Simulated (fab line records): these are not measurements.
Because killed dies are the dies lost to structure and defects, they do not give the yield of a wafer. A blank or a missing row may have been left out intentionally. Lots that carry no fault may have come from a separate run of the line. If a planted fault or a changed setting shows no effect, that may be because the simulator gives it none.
A struck lot beside a sound one + flow berkeleyCmos170 + 40 out of 331 route steps
Sound: these wafers, L710.1, L710.3, L710.4. Wafers L720.2, L720.3, L720.4 were the ones struck. Last of all comes the cause.
At each step with rows: each side's tool, then ch and its chambers, then its first start. Under that, the readings that differ: sound wafers + struck wafers + difference of the means + sigmas: that difference in standard deviations of wafers without a fault.
alike: same words and numbers on both sides, and readings whose means sit less than 2 such deviations apart. not compared: any withheld reading, any reading some wafer has no value for, any bound like >300 that may hide the same value, and any number with overlapping values for which the record gives no deviation.
Wherever a step has rows on one side only, a row that says differs or no value, or a row with sigmas, the two part there. Non-overlapping numbers with no deviation appear without sigmas and do not part them. A reading missing from all wafers of one side parts the sides only when that side holds two or more wafers.

first, 4 steps without rows for these wafers: UCB170_PWELL_WET_ETCH_19 (etches Si3N4 in H3PO4, time 14400 s); UCB170_PWELL_WET_ETCH_20 (etches SiO2 in BOE, time 22 s); UCB170_WELLDRIVE_CLEAN_00 (cleans in SPM, time 600 s); UCB170_WELLDRIVE_OXIDATION_01 (target thk 199 nm, ox time 9000 s).
UCB170_WELLDRIVE_THK_MEAS_02:
  sound on filmMetro-01, day 4 01:38; struck on filmMetro-03, day 6 04:39
  alike: WELLDRIVE_OXIDE_THK
then, 5 steps without rows for these wafers: UCB170_WELLDRIVE_ANNEAL_03 (time 900 s); UCB170_WELLDRIVE_WET_ETCH_04 (etches SiO2 in BOE, time 120 s); UCB170_ACTIVE_CLEAN_00 (cleans in SPM, time 600 s); UCB170_ACTIVE_CLEAN_01 (cleans in dHF, time 60 s); UCB170_ACTIVE_OXIDATION_02 (target thk 26.4 nm, ox time 1260 s).
UCB170_ACTIVE_THK_MEAS_03:
  sound on filmMetro-04, day 4 15:40; struck on filmMetro-04, day 6 15:17
  alike: ACTIVE_OXIDE_THK
then, 1 step without rows for these wafers: UCB170_ACTIVE_ANNEAL_04 (time 900 s).
UCB170_ACTIVE_CVD_05: deposits Si3N4 from SiH2Cl2/NH3, target thk 220 nm, time 3300 s.
  sound on lpcvd-01 ch 0, day 4 19:55; struck on lpcvd-02 ch 0, day 6 21:13
| reading                                 | sound             | struck            | difference | sigmas |
|-----------------------------------------|-------------------|-------------------|------------|--------|
| spikeTcCentreC (C)                      | 803.6 803.9 803.9 | 800.8 800.5 800.7 | -3.1       | -2     |
| model.Si3N4_of_ACTIVE_CVD_05.thkNm (nm) | 217.5 219.2 216.7 | 207.4 207 208.3   | -10.2      |        |
  alike: pressureMtorr, spikeTcSourceC
UCB170_ACTIVE_THK_MEAS_06:
  sound on filmMetro-04, day 4 22:47; struck on filmMetro-01, day 6 23:13
| reading                 | sound             | struck            | difference | sigmas |
|-------------------------|-------------------|-------------------|------------|--------|
| ACTIVE_NITRIDE_THK (nm) | 217.5 219.4 216.9 | 207.4 207.2 208.2 | -10.3      | -6     |
then, 6 steps without rows for these wafers: UCB170_ACTIVE_HMDS_07 (prime time 60 s); UCB170_ACTIVE_COAT_08 (resist thk 900 nm); UCB170_ACTIVE_SOFTBAKE_09 (time 60 s); UCB170_ACTIVE_EXPOSE_10 (exposes mask ACTIVE, target cd 1200 nm); UCB170_ACTIVE_PEB_11; UCB170_ACTIVE_DEVELOP_12 (develop time 45 s).
UCB170_ACTIVE_CD_MEAS_13: target cd 1200 nm.
  sound on cdSem-01, day 4 23:49; struck on cdSem-02, day 7 00:34
  alike: cdNm
UCB170_ACTIVE_OVL_MEAS_14:
  sound on overlay-02, day 4 23:56; struck on overlay-01, day 7 00:40
  alike: ACTIVE_OVL
UCB170_ACTIVE_ETCH_15: etches Si3N4 in CH3F/Ar/O2, stops on SiO2, target depth 242 nm, time 151 s.
  sound on rieDiel-03 ch 1,2,3, day 4 23:59; struck on rieDiel-02 ch 1,2,3, day 7 00:42
| reading                 | sound             | struck          | difference | sigmas |
|-------------------------|-------------------|-----------------|------------|--------|
| rfHoursCounterH (h)     | 11 3 11           | 67 21 110       | +58        |        |
| model.etch.depthNm (nm) | 217.5 219.2 216.7 | 207.4 207 208.3 | -10.2      |        |
  alike: drypumpMotorCurrentA, oesProductAu, throttleValvePct
UCB170_ACTIVE_STRIP_16: strips in O2.
  sound on plasmaAsher-04 ch 0,1, day 5 00:05; struck on plasmaAsher-01 ch 0,1, day 7 00:48
  alike: drypumpMotorCurrentA, oesProductAu, stripTimeToEndpointS
  not compared: rfHoursCounterH
UCB170_ACTIVE_CD_MEAS_90: target cd 1200 nm.
  sound on cdSem-02, day 5 00:11; struck on cdSem-01, day 7 00:55
  alike: cdNm
then, 7 steps without rows for these wafers: UCB170_ACTIVE_CLEAN_17 (cleans in SPM, time 600 s); UCB170_PFIELD_HMDS_00 (prime time 60 s); UCB170_PFIELD_COAT_01 (resist thk 900 nm); UCB170_PFIELD_SOFTBAKE_02 (time 60 s); UCB170_PFIELD_EXPOSE_03 (exposes mask PFIELD, target cd 1500 nm); UCB170_PFIELD_PEB_04; UCB170_PFIELD_DEVELOP_05 (develop time 45 s).
UCB170_PFIELD_OVL_MEAS_06:
  sound on overlay-02, day 5 04:04; struck on overlay-02, day 7 02:33
  alike: PFIELD_OVL
following that, these wafers have no rows for 1 step: UCB170_PFIELD_IMPLANT_07.
UCB170_PFIELD_STRIP_08: strips in O2.
  sound on plasmaAsher-03 ch 0,1, day 5 04:14; struck on plasmaAsher-03 ch 0,1, day 7 02:44
  alike: drypumpMotorCurrentA, oesProductAu, stripTimeToEndpointS
  not compared: rfHoursCounterH
UCB170_PFIELD_TW_MEAS_09:
  sound on filmMetro-02, day 5 04:20; struck on filmMetro-02, day 7 02:50
  alike: PFIELD_TW
then, 1 step without rows for these wafers: UCB170_FIELD_CLEAN_00 (cleans in dHF, time 7.5 s).
UCB170_FIELD_OXIDATION_01: target thk 558.3 nm, ox time 7200 s.
  sound on furnace-02 ch 0, day 5 07:34; struck on furnace-02 ch 0, day 7 06:49
| reading                                 | sound           | struck            | difference | sigmas |
|-----------------------------------------|-----------------|-------------------|------------|--------|
| model.Si3N4_of_ACTIVE_CVD_05.thkNm (nm) | 210.3 212 209.5 | 200.1 199.8 201.1 | -10.3      |        |
  alike: spikeTcCentreC, spikeTcSourceC, tube_center_temp_C_max
UCB170_FIELD_THK_MEAS_02:
  sound on filmMetro-02, day 5 10:34; struck on filmMetro-04, day 7 09:49
  alike: FIELD_OXIDE_THK
UCB170_M3_PROBE_99:
  the record holds rows for the sound wafers here (prober-01, day 8 23:18) but none for the struck ones

## WHERE THEY PART
Last at UCB170_M3_PROBE_99 as far as this record goes, first at UCB170_ACTIVE_CVD_05.

WHY: whatever the simulator had introduced
lpcvd-02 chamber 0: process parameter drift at UCB170_ACTIVE_CVD_05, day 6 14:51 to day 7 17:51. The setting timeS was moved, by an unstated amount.
